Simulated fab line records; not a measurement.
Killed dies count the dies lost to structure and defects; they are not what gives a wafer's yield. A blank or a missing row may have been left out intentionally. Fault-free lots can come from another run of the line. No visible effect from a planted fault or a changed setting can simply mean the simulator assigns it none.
Tool commonality check ; flow berkeley cmos170 ; 15 lots and 45 wafers in the sample

== WHY IT WAS OPENED ==
At UCB170_PWELL_TW_MEAS_17 the reading PWELL_TW is flagged on 3 of 15 lots. No-fault wafers: 378.9, standard deviation 1.9.
Rule: a lot gets a flag if all its wafers with a number sit over 4 standard deviations from that mean, or if no wafer of it has a number. The other lots count as sound.

lot;measured;on;PWELL_TW, wafer by wafer;flag
L885;day 3 18:16;film metro-01;377.5 379.5 379.8;
L887;day 3 18:20;film metro-04;383.2 380.7 380.5;
L890;day 4 20:02;film metro-01;378.1 376.6 376.0;
L891;day 4 20:53;film metro-02;375.2 378.3 376.8;
L893;day 5 08:05;film metro-04;377.7 378.1 379.0;
L895;day 5 15:44;film metro-04;380.9 379.6 377.5;
L897;day 5 21:50;film metro-02;382.0 381.3 378.2;
L896;day 5 21:52;film metro-01;402.9 401.2 404.0;FLAGGED
L899;day 6 04:20;film metro-01;399.5 398.0 398.8;FLAGGED
L902;day 7 02:13;film metro-01;377.8 378.6 379.2;
L903;day 7 06:19;film metro-04;398.7 401.1 398.7;FLAGGED
L905;day 7 17:09;film metro-04;377.0 375.1 374.9;
L904;day 7 17:22;film metro-01;377.8 376.6 377.8;
L906;day 8 00:41;film metro-04;377.1 380.1 379.8;
L908;day 8 08:01;film metro-04;378.9 381.4 380.7;
Average over the flagged lots: 400.3; offset from the usual +21.4, equal to +11 standard deviations.

== WHICH TOOL RAN EACH LOT ==
The record keeps 1 process step preceding the reading, out of 331 steps on the route. Each cell gives the tool, then ch followed by the chambers the sampled wafers passed through, then the start.
lot;flag;UCB170_PWELL_IMPLANT_15
L885;;implanter-04 ch 0, day 3 18:01
L887;;implanter-03 ch 0, day 3 18:07
L890;;implanter-01 ch 0, day 4 19:47
L891;;implanter-01 ch 0, day 4 20:41
L893;;implanter-01 ch 0, day 5 07:50
L895;;implanter-03 ch 0, day 5 15:29
L897;;implanter-04 ch 0, day 5 21:35
L896;FLAGGED;implanter-03 ch 0, day 5 21:38
L899;FLAGGED;implanter-03 ch 0, day 6 04:05
L902;;implanter-04 ch 0, day 7 01:59
L903;FLAGGED;implanter-03 ch 0, day 7 06:04
L905;;implanter-04 ch 0, day 7 16:57
L904;;implanter-04 ch 0, day 7 17:07
L906;;implanter-04 ch 0, day 8 00:26
L908;;implanter-04 ch 0, day 8 07:47
What is done by these steps:
- UCB170_PWELL_IMPLANT_15
- UCB170_PWELL_TW_MEAS_17

== FLAGGED AGAINST TOTAL, ONE TOOL AT A TIME (gauges that did the reading follow at the end) ==
step;tool;lots run;flagged;share of the flagged lots;sound lots run after its first flagged lot
UCB170_PWELL_IMPLANT_15;implanter-01;3;0;none;-
UCB170_PWELL_IMPLANT_15;implanter-03;5;3;all;0
UCB170_PWELL_IMPLANT_15;implanter-04;7;0;none;-
UCB170_PWELL_TW_MEAS_17;film metro-01;6;2;some;2 (L902,L904)
UCB170_PWELL_TW_MEAS_17;film metro-02;2;0;none;-
UCB170_PWELL_TW_MEAS_17;film metro-04;7;1;some;3 (L905,L906,L908)

== THE TABLE: WHAT IT ALLOWS ==
Rows of the table that ran each flagged lot: 1, that is implanter-03 at UCB170_PWELL_IMPLANT_15.
- implanter-03 at UCB170_PWELL_IMPLANT_15 ran 5 lots, 3 of them flagged. It ran its last sound lot, L895, at day 5 15:29 and its first flagged lot, L896, at day 5 21:38: a fault with its onset between the two fits. Its own readings lie more than 4 standard deviations out on every wafer of the flagged lots: beam on s, end station pressure torr, faraday current uA.
implanter-03 at UCB170_PWELL_IMPLANT_15 is the single tool remaining.

== WHAT THE SIMULATOR HAD INSERTED ==
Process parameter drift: implanter-03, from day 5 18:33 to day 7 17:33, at UCB170_PWELL_IMPLANT_15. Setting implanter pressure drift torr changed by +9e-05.
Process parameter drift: implanter-03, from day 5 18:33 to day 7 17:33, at UCB170_PWELL_IMPLANT_15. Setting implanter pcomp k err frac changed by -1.
Struck lots among those shown: L896, L899, L903. The same result came from the rule above.
